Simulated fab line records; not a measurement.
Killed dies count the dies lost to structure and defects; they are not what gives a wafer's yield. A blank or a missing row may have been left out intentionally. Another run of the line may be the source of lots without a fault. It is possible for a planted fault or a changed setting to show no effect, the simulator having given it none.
fab line records ; flow rit-cmos
record lots=6; wafers=18; last-day=7
route steps=202 shown PLDD@159 NLDD@160 SILICIDE@161 CONTACT@168 M1@202
lots untouched by any fault: they come from a run of this same line in which no faults occurred
start-h: the number of hours between the record's first day and the start of the first shown wafer of the lot ; wait-h: time in hours since the lot's previous step ; " same as the row above ; L1.1+2: a row that stands for several wafers ; - value missing, or start not given ; * or withheld: withheld ; < > ~ a bound
route shown NAME@n: NAME is a module with steps in the file, n the number in the route of the first one ; usual: mean and standard deviation over wafers with no fault ; same: alike in all rows ; chamber/n: place in a boat ; sites: each site's reading ; _std_site: how widely they spread, as a standard deviation ; _edge_site: mean of outer sites minus mean of inner sites ; radius-mm: how far each site lies from the wafer's centre ; mask NAME#n: copy n ; behind: the most recent tool/chamber to have shaped the wafer ; hold: why the lot was held/for how many hours/how that ended ; device: whichever transistor did not switch (one of n, p or np) ; end of line: tests of these same wafers at the route's end ; for a step that has no rows: nothing shown but its recipe ; killed: dies that structure and defects cost at the first sort, which is not the same as the wafer's yield ; map: per-die view of a wafer (x killed, . not killed, _ where there is no die)
set.NAME: the setting as run; set.NAME@STEP: as run at that earlier step ; model.NAME: the simulator's own value behind a step, which no gauge read
lots seen at some steps along the route; tables by step, rows by wafer
services: from which hour (start-h, from the record's first day; less than 0 if before it) a tool's chamber was out of use, for how many hours, and why
## steps
# step RIT_SDANNEAL_RS_MEAS_06
# recipe thk-meas-gauge=four-point-probe
# usual PLDD_RS=178.5/0.47
lot.wafer;tool;chamber;start-h;wait-h;PLDD_RS[ohm/sq]
L332.2;film-metro-03;-;50.64;0.1;178.3
L332.3;film-metro-03;-;50.64;0.1;178.3
L332.4;film-metro-03;-;50.64;0.1;178.2
L333.1;film-metro-01;-;59.65;0.1;177.5
L333.5;film-metro-01;-;59.65;0.1;177.8
L333.6;film-metro-01;-;59.65;0.1;177.7
L350.2;film-metro-02;-;139.30;0.1;178.8
L350.4;film-metro-02;-;139.30;0.1;178.6
L350.5;film-metro-02;-;139.30;0.1;178.9
L351.2;film-metro-01;-;146.32;0.1;178.7
L351.3;film-metro-01;-;146.32;0.1;179.3
L351.4;film-metro-01;-;146.32;0.1;178.8
L354.3;film-metro-01;-;160.23;0.1;179.3
L354.5;film-metro-01;-;160.23;0.1;179.1
L354.6;film-metro-01;-;160.23;0.1;179.2
L355.2;film-metro-03;-;165.76;0.1;178.8
L355.3;film-metro-03;-;165.76;0.1;178.9
L355.6;film-metro-03;-;165.76;0.1;178.9
# step RIT_SDANNEAL_RS_MEAS_07
# recipe thk-meas-gauge=four-point-probe
# usual NLDD_RS=151.7/0.51
lot.wafer;tool;chamber;start-h;wait-h;NLDD_RS[ohm/sq]
L332.2;film-metro-03;-;50.76;0.1;151.5
L332.3;film-metro-03;-;50.76;0.1;151.7
L332.4;film-metro-03;-;50.76;0.1;151.3
L333.1;film-metro-01;-;59.77;0.1;151.4
L333.5;film-metro-01;-;59.77;0.1;150.3
L333.6;film-metro-01;-;59.77;0.1;151.1
L350.2;film-metro-02;-;139.42;0.1;151.8
L350.4;film-metro-02;-;139.42;0.1;152.4
L350.5;film-metro-02;-;139.42;0.1;151.9
L351.2;film-metro-01;-;146.44;0.1;151.7
L351.3;film-metro-01;-;146.44;0.1;151.8
L351.4;film-metro-01;-;146.44;0.1;152.1
L354.3;film-metro-01;-;160.35;0.1;152.4
L354.5;film-metro-01;-;160.35;0.1;152.9
L354.6;film-metro-01;-;160.35;0.1;153.1
L355.2;film-metro-03;-;165.88;0.1;151.7
L355.3;film-metro-03;-;165.88;0.1;151.0
L355.6;film-metro-03;-;165.88;0.1;151.9
# step RIT_SILICIDE_WET_ETCH_00
# recipe chemistry=BOE; target=SiO2; target-depth-nm=14; time-s=15; dry=n2-spin; dilution=10:1; temp-c=21.5
# step RIT_SILICIDE_SPUTTER_01
# recipe material=Ti; target-thk-nm=30; power-w=350; chamber-pressure-pa=0.667; gas=Ar; time-s=231.4; substrate-temp-c=25
# usual throttle-valve-pct=30.3/0.8
lot.wafer;tool;chamber;start-h;wait-h;throttle-valve-pct
L332.2;pvd-sputter-03;-;50.87;0.0;29.9
L332.3;pvd-sputter-03;-;50.87;0.0;29.7
L332.4;pvd-sputter-03;-;50.87;0.0;30.7
L333.1;pvd-sputter-04;-;59.91;0.0;29.7
L333.5;pvd-sputter-04;-;59.91;0.0;29.8
L333.6;pvd-sputter-04;-;59.91;0.0;30.2
L350.2;pvd-sputter-03;-;139.53;0.0;29.8
L350.4;pvd-sputter-03;-;139.53;0.0;29.2
L350.5;pvd-sputter-03;-;139.53;0.0;29.2
L351.2;pvd-sputter-02;-;146.56;0.0;29.6
L351.3;pvd-sputter-02;-;146.56;0.0;31.9
L351.4;pvd-sputter-02;-;146.56;0.0;30.6
L354.3;pvd-sputter-03;-;160.45;0.0;29.6
L354.5;pvd-sputter-03;-;160.45;0.0;30.8
L354.6;pvd-sputter-03;-;160.45;0.0;30.0
L355.2;pvd-sputter-04;-;165.99;0.0;31.0
L355.3;pvd-sputter-04;-;165.99;0.0;29.7
L355.6;pvd-sputter-04;-;165.99;0.0;31.1
# step RIT_SILICIDE_RS_MEAS_02
# recipe thk-meas-gauge=four-point-probe; reads=Ti_of_SILICIDE_SPUTTER_01
# usual SILICIDE_TI_RS=50.4/0.84
lot.wafer;tool;chamber;start-h;wait-h;SILICIDE_TI_RS[ohm/sq]
L332.2;film-metro-03;-;51.04;0.1;50.1
L332.3;film-metro-03;-;51.04;0.1;49.8
L332.4;film-metro-03;-;51.04;0.1;50.1
L333.1;film-metro-02;-;60.06;0.1;50.5
L333.5;film-metro-02;-;60.06;0.1;50.2
L333.6;film-metro-02;-;60.06;0.1;50.3
L350.2;film-metro-04;-;139.70;0.1;51.7
L350.4;film-metro-04;-;139.70;0.1;51.9
L350.5;film-metro-04;-;139.70;0.1;51.8
L351.2;film-metro-02;-;146.73;0.1;48.9
L351.3;film-metro-02;-;146.73;0.1;48.8
L351.4;film-metro-02;-;146.73;0.1;49.2
L354.3;film-metro-02;-;160.64;0.1;50.5
L354.5;film-metro-02;-;160.64;0.1;50.0
L354.6;film-metro-02;-;160.64;0.1;50.7
L355.2;film-metro-02;-;166.16;0.1;50.9
L355.3;film-metro-02;-;166.16;0.1;49.8
L355.6;film-metro-02;-;166.16;0.1;50.8
# step RIT_SILICIDE_THK_MEAS_03
# recipe thk-meas-gauge=xrf; reads=Ti_of_SILICIDE_SPUTTER_01
# usual SILICIDE_TI_THK=28.8/0.41
lot.wafer;tool;chamber;start-h;wait-h;SILICIDE_TI_THK[nm]
L332.2;film-metro-03;-;51.15;0.1;29.1
L332.3;film-metro-03;-;51.15;0.1;29.1
L332.4;film-metro-03;-;51.15;0.1;28.9
L333.1;film-metro-02;-;60.18;0.1;28.8
L333.5;film-metro-02;-;60.18;0.1;28.8
L333.6;film-metro-02;-;60.18;0.1;28.8
L350.2;film-metro-04;-;139.81;0.1;28.0
L350.4;film-metro-04;-;139.81;0.1;28.2
L350.5;film-metro-04;-;139.81;0.1;28.2
L351.2;film-metro-02;-;146.84;0.1;29.5
L351.3;film-metro-02;-;146.84;0.1;29.6
L351.4;film-metro-02;-;146.84;0.1;29.3
L354.3;film-metro-02;-;160.74;0.1;28.6
L354.5;film-metro-02;-;160.74;0.1;29.0
L354.6;film-metro-02;-;160.74;0.1;28.7
L355.2;film-metro-02;-;166.27;0.1;28.6
L355.3;film-metro-02;-;166.27;0.1;29.0
L355.6;film-metro-02;-;166.27;0.1;28.6
# step RIT_SILICIDE_RTA_04
# recipe temp-c=650; time-s=10; idle-temp-c=25; ramp-up-s=5; ramp-down-s=5; cool-to-c=25; ambient=N2
# usual wafer_temp_C_max=652.6/0.57
lot.wafer;tool;chamber;start-h;wait-h;wafer_temp_C_max
L332.2;rtp-anneal-02;0;51.21;0.1;651.8
L332.3;rtp-anneal-02;0;51.21;0.1;652.0
L332.4;rtp-anneal-02;0;51.21;0.1;652.1
L333.1;rtp-anneal-01;0;60.24;0.1;653.3
L333.5;rtp-anneal-01;0;60.24;0.1;652.9
L333.6;rtp-anneal-01;0;60.24;0.1;653.3
L350.2;rtp-anneal-02;0;139.89;0.1;652.1
L350.4;rtp-anneal-02;0;139.89;0.1;652.4
L350.5;rtp-anneal-02;0;139.89;0.1;652.1
L351.2;rtp-anneal-01;0;146.90;0.1;652.7
L351.3;rtp-anneal-01;0;146.90;0.1;653.0
L351.4;rtp-anneal-01;0;146.90;0.1;653.3
L354.3;rtp-anneal-02;0;160.80;0.1;652.7
L354.5;rtp-anneal-02;0;160.80;0.1;653.5
L354.6;rtp-anneal-02;0;160.80;0.1;653.0
L355.2;rtp-anneal-01;0;166.33;0.1;651.9
L355.3;rtp-anneal-01;0;166.33;0.1;652.9
L355.6;rtp-anneal-01;0;166.33;0.1;652.7
# step RIT_SILICIDE_WET_ETCH_05
# recipe chemistry=SPM; target=Ti; temp-c=90; time-s=120; dry=n2-spin
# step RIT_SILICIDE_RTA_06
# recipe temp-c=750; time-s=10; idle-temp-c=25; ramp-up-s=5; ramp-down-s=10; cool-to-c=25; ambient=N2
# usual wafer_temp_C_max=753.1/0.77
lot.wafer;tool;chamber;start-h;wait-h;wafer_temp_C_max
L332.2;rtp-anneal-01;0;51.32;0.0;752.4
L332.3;rtp-anneal-01;0;51.32;0.0;752.5
L332.4;rtp-anneal-01;0;51.32;0.0;755.0
L333.1;rtp-anneal-02;0;60.34;0.0;751.8
L333.5;rtp-anneal-02;0;60.34;0.0;752.5
L333.6;rtp-anneal-02;0;60.34;0.0;752.4
L350.2;rtp-anneal-01;0;140.05;0.0;753.2
L350.4;rtp-anneal-01;0;140.05;0.0;753.4
L350.5;rtp-anneal-01;0;140.05;0.0;754.0
L351.2;rtp-anneal-02;0;147.01;0.0;753.2
L351.3;rtp-anneal-02;0;147.01;0.0;751.9
L351.4;rtp-anneal-02;0;147.01;0.0;752.3
L354.3;rtp-anneal-01;0;160.91;0.0;752.4
L354.5;rtp-anneal-01;0;160.91;0.0;753.5
L354.6;rtp-anneal-01;0;160.91;0.0;753.1
L355.2;rtp-anneal-02;0;166.44;0.0;752.8
L355.3;rtp-anneal-02;0;166.44;0.0;752.4
L355.6;rtp-anneal-02;0;166.44;0.0;752.1
# step RIT_CONTACT_CVD_00
# recipe material=SiO2; target-thk-nm=400; precursor=TEOS; temp-c=390; time-s=61; rf-w=400
# usual heater-power-w=331/45
lot.wafer;tool;chamber;start-h;wait-h;heater-power-w
L332.2;pecvd-03;1;51.38;0.0;289
L332.3;pecvd-03;0;51.38;0.0;412
L332.4;pecvd-03;0;51.38;0.0;420
L333.1;pecvd-04;1;60.41;0.1;330
L333.5;pecvd-04;2;60.41;0.1;357
L333.6;pecvd-04;0;60.41;0.1;335
L350.2;pecvd-03;2;140.11;0.0;321
L350.4;pecvd-03;2;140.11;0.0;234
L350.5;pecvd-03;1;140.11;0.0;348
L351.2;pecvd-04;0;147.06;0.0;333
L351.3;pecvd-04;2;147.06;0.0;326
L351.4;pecvd-04;2;147.06;0.0;337
L354.3;pecvd-04;2;160.95;0.0;334
L354.5;pecvd-04;1;160.95;0.0;325
L354.6;pecvd-04;2;160.95;0.0;350
L355.2;pecvd-02;2;166.49;0.0;273
L355.3;pecvd-02;0;166.49;0.0;426
L355.6;pecvd-02;0;166.49;0.0;328
# step RIT_CONTACT_THK_MEAS_01
# recipe reads=SiO2_of_CONTACT_CVD_00
# usual CONTACT_TEOS_THK=399/5.2
lot.wafer;tool;chamber;start-h;wait-h;CONTACT_TEOS_THK[nm]
L332.2;film-metro-03;-;51.44;0.0;397
L332.3;film-metro-03;-;51.44;0.0;393
L332.4;film-metro-03;-;51.44;0.0;399
L333.1;film-metro-03;-;60.49;0.1;396
L333.5;film-metro-03;-;60.49;0.1;401
L333.6;film-metro-03;-;60.49;0.1;409
L350.2;film-metro-04;-;140.17;0.0;386
L350.4;film-metro-04;-;140.17;0.0;390
L350.5;film-metro-04;-;140.17;0.0;399
L351.2;film-metro-04;-;147.12;0.0;396
L351.3;film-metro-04;-;147.12;0.0;401
L351.4;film-metro-04;-;147.12;0.0;400
L354.3;film-metro-04;-;161.02;0.0;398
L354.5;film-metro-04;-;161.02;0.0;405
L354.6;film-metro-04;-;161.02;0.0;404
L355.2;film-metro-04;-;166.55;0.0;397
L355.3;film-metro-04;-;166.55;0.0;395
L355.6;film-metro-04;-;166.55;0.0;405
# step RIT_CONTACT_HMDS_02
# recipe prime-time-s=60; prime-temp-c=140
# step RIT_CONTACT_COAT_03
# recipe resist=NOVOLAK; spin-rpm=3250; resist-thk-nm=1000
lot.wafer;tool;chamber;start-h;wait-h;model.NOVOLAK_of_CONTACT_COAT_03.thk-nm
L332.2;litho-track-01;0;51.66;0.1;994
L332.3;litho-track-01;0;51.66;0.1;991.2
L332.4;litho-track-01;0;51.66;0.1;995.6
L333.1;litho-track-04;0;60.70;0.1;992.1
L333.5;litho-track-04;0;60.70;0.1;996
L333.6;litho-track-04;0;60.70;0.1;990.9
L350.2;litho-track-01;0;140.39;0.1;953.9
L350.4;litho-track-01;0;140.39;0.1;954.4
L350.5;litho-track-01;0;140.39;0.1;957.9
L351.2;litho-track-01;0;147.35;0.1;957.8
L351.3;litho-track-01;0;147.35;0.1;956
L351.4;litho-track-01;0;147.35;0.1;959
L354.3;litho-track-02;0;161.26;0.1;996.7
L354.5;litho-track-02;0;161.26;0.1;1000
L354.6;litho-track-02;0;161.26;0.1;999.4
L355.2;litho-track-04;0;166.78;0.1;998
L355.3;litho-track-04;0;166.78;0.1;997.5
L355.6;litho-track-04;0;166.78;0.1;995.2
# step RIT_CONTACT_SOFTBAKE_04
# recipe resist=NOVOLAK; temp-c=90; time-s=60
# step RIT_CONTACT_EXPOSE_05
# recipe mask-id=M11; na=0.6; source-shape=conventional; sigma-outer=0.5; target-cd-nm=1000; dose-mj=250
# step RIT_CONTACT_PEB_06
# recipe resist=NOVOLAK; temp-c=withheld; time-s=withheld
# step RIT_CONTACT_DEVELOP_07
# recipe resist=NOVOLAK; develop-time-s=120; dev-temp-c=24.08
# step RIT_CONTACT_CD_MEAS_08
# recipe target-cd-nm=1000
# usual cd-nm=998.4/2.3
lot.wafer;tool;chamber;start-h;wait-h;cd-nm
L332.2;cd-sem-02;-;52.48;-;1001.8
L332.3;cd-sem-02;-;52.48;-;1000.0
L332.4;cd-sem-02;-;52.48;-;1001.7
L333.1;cd-sem-02;-;61.64;-;997.0
L333.5;cd-sem-02;-;61.64;-;996.9
L333.6;cd-sem-02;-;61.64;-;999.7
L350.2;cd-sem-01;-;141.20;-;1007.5
L350.4;cd-sem-01;-;141.20;-;1007.4
L350.5;cd-sem-01;-;141.20;-;1005.8
L351.2;cd-sem-01;-;148.16;-;1001.2
L351.3;cd-sem-01;-;148.16;-;1000.0
L351.4;cd-sem-01;-;148.16;-;998.0
L354.3;cd-sem-01;-;162.07;-;998.3
L354.5;cd-sem-01;-;162.07;-;1000.3
L354.6;cd-sem-01;-;162.07;-;998.8
L355.2;cd-sem-01;-;167.59;-;998.3
L355.3;cd-sem-01;-;167.59;-;996.2
L355.6;cd-sem-01;-;167.59;-;998.5
# step RIT_CONTACT_OVL_MEAS_09
# usual CONTACT_OVL=-0.4/1.4
lot.wafer;tool;chamber;start-h;wait-h;CONTACT_OVL[nm]
L332.2;overlay-02;-;52.58;0.1;-2.1
L332.3;overlay-02;-;52.58;0.1;-1.7
L332.4;overlay-02;-;52.58;0.1;-1.8
L333.1;overlay-01;-;61.76;0.1;-0.5
L333.5;overlay-01;-;61.76;0.1;-2.4
L333.6;overlay-01;-;61.76;0.1;-0.7
L350.2;overlay-02;-;141.31;0.1;-3.6
L350.4;overlay-02;-;141.31;0.1;-1.1
L350.5;overlay-02;-;141.31;0.1;-1.7
L351.2;overlay-02;-;148.27;0.1;-2.4
L351.3;overlay-02;-;148.27;0.1;-2.2
L351.4;overlay-02;-;148.27;0.1;0.0
L354.3;overlay-02;-;162.16;0.1;-1.6
L354.5;overlay-02;-;162.16;0.1;1.3
L354.6;overlay-02;-;162.16;0.1;-1.4
L355.2;overlay-01;-;167.70;0.1;1.6
L355.3;overlay-01;-;167.70;0.1;0.5
L355.6;overlay-01;-;167.70;0.1;1.6
# step RIT_CONTACT_HARDBAKE_10
# recipe resist=NOVOLAK; temp-c=140; time-s=60
# step RIT_CONTACT_ETCH_11
# recipe target-depth-a=4800; over-etch-frac=0.2; stop-on=TiSi2; chemistry=CHF3/CF4/Ar; target=SiO2; CHF3_flow_sccm=50; cf4-flow-sccm=10; Ar_flow_sccm=100; O2_flow_sccm=5; pressure-mtorr=100; rf-w=200; time-s=320
# usual O2_flow_sccm=5.000/0.017; cf4-flow-sccm=10.000/0.026; drypump-motor-current-A=5.8/0.55; oes-product-au=0.989/0.011; throttle-valve-pct=8.85/0.11
lot.wafer;tool;chamber;start-h;wait-h;O2_flow_sccm;cf4-flow-sccm;drypump-motor-current-A;oes-product-au;rf-hours-counter-h;throttle-valve-pct;model.NOVOLAK_of_CONTACT_COAT_03.thk-nm
L332.2;rie-diel-01;3;52.76;0.1;5.009;9.980;6.0;0.976;140;8.72;761.9
L332.3;rie-diel-01;2;52.76;0.1;5.010;9.959;5.9;0.982;16;8.89;758.4
L332.4;rie-diel-01;1;52.76;0.1;5.020;9.985;6.1;1.021;154;8.85;766.6
L333.1;rie-diel-02;3;61.95;0.1;4.986;10.016;5.8;0.995;93;9.00;764.2
L333.5;rie-diel-02;0;61.95;0.1;5.018;10.000;4.7;0.992;-;8.74;767.1
L333.6;rie-diel-02;1;61.95;0.1;5.017;9.996;6.5;0.992;-;8.74;759
L350.2;rie-diel-01;2;141.49;0.1;4.984;10.000;5.9;0.978;18;8.90;727.2
L350.4;rie-diel-01;1;141.49;0.1;5.030;10.062;6.1;0.990;0;8.85;734.1
L350.5;rie-diel-01;3;141.49;0.1;4.963;10.036;6.0;0.981;-;8.70;730.9
L351.2;rie-diel-02;1;148.45;0.1;5.013;10.012;6.6;0.989;145;8.74;730.2
L351.3;rie-diel-02;2;148.45;0.1;5.018;10.012;5.5;0.983;14;8.95;730.1
L351.4;rie-diel-02;3;148.45;0.1;4.995;10.001;5.7;0.992;95;8.99;734.9
L354.3;rie-diel-01;0;162.39;0.1;4.986;10.000;6.1;0.985;2;8.78;769.5
L354.5;rie-diel-01;3;162.39;0.1;4.984;10.007;6.0;0.975;-;8.72;768.4
L354.6;rie-diel-01;0;162.39;0.1;4.976;10.034;6.1;0.987;-;8.75;772
L355.2;rie-diel-03;2;167.88;0.1;5.011;10.000;5.9;1.013;61;9.01;770.2
L355.3;rie-diel-03;1;167.88;0.1;4.961;10.023;5.0;0.965;77;8.69;765.6
L355.6;rie-diel-03;3;167.88;0.1;5.030;10.034;6.2;0.978;-;8.94;764.6
# step RIT_CONTACT_STRIP_12
# recipe chemistry=O2; time-s=180; resist=NOVOLAK; platen-temp-c=withheld; power-w=500; pressure-mtorr=4000; o2-flow-sccm=4000
# usual drypump-motor-current-A=6.0/0.47
lot.wafer;tool;chamber;start-h;wait-h;drypump-motor-current-A;rf-hours-counter-h
L332.2;plasma-asher-04;0;52.96;0.1;5.8;41
L332.3;plasma-asher-04;0;52.96;0.1;5.8;-
L332.4;plasma-asher-04;1;52.96;0.1;5.4;-
L333.1;plasma-asher-01;0;62.14;0.1;6.6;41
L333.5;plasma-asher-01;1;62.14;0.1;6.4;-
L333.6;plasma-asher-01;0;62.14;0.1;6.6;-
L350.2;plasma-asher-04;1;141.68;0.1;5.4;51
L350.4;plasma-asher-04;0;141.68;0.1;5.8;-
L350.5;plasma-asher-04;1;141.68;0.1;5.4;-
L351.2;plasma-asher-01;0;148.64;0.1;6.6;51
L351.3;plasma-asher-01;1;148.64;0.1;6.4;-
L351.4;plasma-asher-01;0;148.64;0.1;6.6;-
L354.3;plasma-asher-03;0;162.64;0.2;6.3;-
L354.5;plasma-asher-03;1;162.64;0.2;5.6;-
L354.6;plasma-asher-03;0;162.64;0.2;6.3;-
L355.2;plasma-asher-04;0;168.07;0.1;5.7;53
L355.3;plasma-asher-04;0;168.07;0.1;5.8;-
L355.6;plasma-asher-04;1;168.07;0.1;5.4;-
# step RIT_M1_PROBE_99
# usual killed_at_M0_to_M3=0.0/0.083; killed-at-contacts=0.1/0.25; killed-at-front-end=6.3/2.9; killed-dies=6.4/2.9; killed-open=3.3/2.1; killed-short=3.1/1.7
# same gross-dies=264; killed_at_M4_up=0; killed-at-back-side=0; killed-at-other=0
lot.wafer;tool;chamber;start-h;wait-h;killed_at_M0_to_M3;killed-at-contacts;killed-at-front-end;killed-dies;killed-open;killed-short
L332.2;prober-01;-;58.08;0.1;0;0;8;8;3;5
L332.3;prober-01;-;58.13;0.2;0;0;6;6;3;3
L332.4;prober-01;-;58.18;0.2;0;0;2;2;1;1
L333.1;prober-02;-;66.98;0.1;0;0;6;6;3;3
L333.5;prober-02;-;67.18;0.2;1;0;11;12;5;7
L333.6;prober-02;-;67.23;0.2;0;0;6;6;1;5
L350.2;prober-02;-;146.52;0.1;0;0;4;4;2;2
L350.4;prober-02;-;146.62;0.2;0;0;10;10;5;5
L350.5;prober-02;-;146.67;0.2;0;0;6;6;3;3
L351.2;prober-01;-;153.71;0.1;0;1;6;7;6;1
L351.3;prober-01;-;153.76;0.2;0;0;7;7;3;4
L351.4;prober-01;-;153.81;0.2;0;0;5;5;4;1
L354.3;prober-02;-;170.53;0.2;0;0;6;6;0;6
L354.5;prober-02;-;170.63;0.2;0;0;2;2;2;0
L354.6;prober-02;-;170.68;0.2;0;0;6;6;1;5
L355.2;prober-01;-;175.25;0.1;0;0;5;5;1;3
L355.3;prober-01;-;175.30;0.2;0;0;12;12;8;3
L355.6;prober-01;-;175.45;0.2;0;0;4;4;2;2
# killed by level:class
L332.2 GATE:geometric-particle:open=3 SILICIDE:geometric-particle:short=2 FOX2:geometric-particle:short=1 GATE:geometric-particle:short=1 REOX:geometric-particle:short=1
L332.3 GATE:geometric-particle:open=3 FOX2:geometric-particle:short=1 GATE:geometric-particle:short=1 SILICIDE:geometric-particle:short=1
L332.4 FOX1:geometric-particle:open=1 SPACER:geometric-particle:short=1
L333.1 GATE:geometric-particle:short=2 GATE:geometric-particle:open=1 REOX:geometric-particle:open=1 SILICIDE:geometric-particle:open=1 SILICIDE:geometric-particle:short=1
L333.5 GATE:geometric-particle:open=3 SPACER:geometric-particle:short=2 FOX1:geometric-particle:short=1 GATE:geometric-particle:short=1 REOX:geometric-particle:short=1 REOX:geometric-particle:open=1 SPACER:geometric-particle:open=1 SILICIDE:geometric-particle:short=1
L333.6 GATE:geometric-particle:short=4 GATE:geometric-particle:open=1 REOX:geometric-particle:short=1
L350.2 SILICIDE:geometric-particle:open=2 FOX2:geometric-particle:short=1 GATE:geometric-particle:short=1
L350.4 SILICIDE:geometric-particle:short=3 GATE:geometric-particle:short=2 SILICIDE:geometric-particle:open=2 FOX2:geometric-particle:open=1 GATE:geometric-particle:open=1 SPACER:geometric-particle:open=1
L350.5 ACTIVE:geometric-particle:open=1 FOX2:geometric-particle:short=1 REOX:geometric-particle:open=1 REOX:geometric-particle:short=1 SPACER:geometric-particle:open=1 SILICIDE:geometric-particle:short=1
L351.2 FOX1:geometric-particle:open=2 FOX2:geometric-particle:open=1 REOX:geometric-particle:short=1 SPACER:geometric-particle:open=1 SILICIDE:geometric-particle:open=1 CONTACT:geometric-particle:open=1
L351.3 SPACER:geometric-particle:short=2 FOX1:geometric-particle:short=1 FOX2:geometric-particle:open=1 REOX:geometric-particle:open=1 SPACER:geometric-particle:open=1 SILICIDE:geometric-particle:short=1
L351.4 FOX1:geometric-particle:open=1 GATE:geometric-particle:open=1 REOX:geometric-particle:short=1 REOX:geometric-particle:open=1 SILICIDE:geometric-particle:open=1
L354.3 GATE:geometric-particle:short=2 SILICIDE:geometric-particle:short=2 FOX1:geometric-particle:short=1 SPACER:geometric-particle:short=1
L354.5 FOX1:geometric-particle:open=2
L354.6 REOX:geometric-particle:short=2 FOX1:geometric-particle:short=1 GATE:geometric-particle:short=1 REOX:geometric-particle:open=1 SILICIDE:geometric-particle:short=1
L355.2 REOX:geometric-particle:short=2 FOX1:geometric-particle:short=1 GATE:geometric-particle:open=1 NWELL:coat-microbubble-printed=1
L355.3 GATE:geometric-particle:open=3 REOX:geometric-particle:open=3 FOX1:geometric-particle:open=2 REOX:geometric-particle:short=2 GATE:geometric-particle:short=1 NWELL:coat-microbubble-printed=1
L355.6 GATE:geometric-particle:short=2 GATE:geometric-particle:open=2
## services
tool;chamber;start-h;hours;kind
rie-diel-03;-;35.58;28.1;pm
rie-diel-01;0;45.17;1.5;repair
plasma-asher-01;-;46.11;1.4;repair
plasma-asher-03;-;52.92;0.6;repair
pvd-sputter-04;-;55.86;1.9;repair
pvd-sputter-03;-;59.59;4.2;repair
pvd-sputter-04;-;61.35;7.5;repair
rie-diel-01;0;72.89;-;clean
rie-diel-01;0;72.89;-;consumable-replace:esc
plasma-asher-01;-;76.21;2.8;pm
pecvd-02;2;76.28;21.2;repair
rie-diel-03;1;79.70;9.6;repair
pecvd-04;-;82.15;1.2;repair
rie-diel-03;-;93.04;65.3;repair
pecvd-02;-;96.75;5.5;pm
pvd-sputter-04;-;104.57;3.6;repair
plasma-asher-03;-;108.80;9.0;pm
rie-diel-01;2;120.15;6.0;repair
plasma-asher-04;-;125.93;8.0;repair
pvd-sputter-04;-;128.38;0.5;repair
pvd-sputter-03;-;133.94;4.4;repair
plasma-asher-04;-;160.90;2.3;repair
plasma-asher-01;-;162.29;0.7;repair
pvd-sputter-02;-;165.64;7.3;repair
## key
first-sign step=RIT_CONTACT_CD_MEAS_08; reading=cd-nm; direction=up; sigmas=2.1; usual=998.4; struck=1003.3; through=control-loop
effect none on later readings
model-effect step=RIT_CONTACT_COAT_03; value=NOVOLAK_of_CONTACT_COAT_03.thk-nm; without=1002; struck=956.5
model-effect step=RIT_CONTACT_ETCH_11; value=NOVOLAK_of_CONTACT_COAT_03.thk-nm; without=771.5; struck=731.2
met-at RIT_CONTACT_COAT_03
struck-wafers L350.2,L350.4,L350.5,L351.2,L351.3,L351.4
tester-left-out L350,L351
loop-trim step=RIT_CONTACT_EXPOSE_05; setting=dose; lots=L351
onset-between 51.66 140.39
fault kind=process-parameter-drift; tool=litho-track-01; chamber=-; onset-h=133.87; steps=RIT_CONTACT_COAT_03; channel=resist-thk-nm; offset=-45.877; shape=step; end-h=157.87; acts-in=these-recipes-only; stated=1000
# tester-left-out: of these lots the tester's yield and bins aren't shown, on N5 and GAA mostly nor the transistor test; their killed dies are dies lost to structure and defects alone, not to doping, threshold or leakage, so they don't give the yield
# loop-trim: a control loop set the setting to another value than it would have without faults
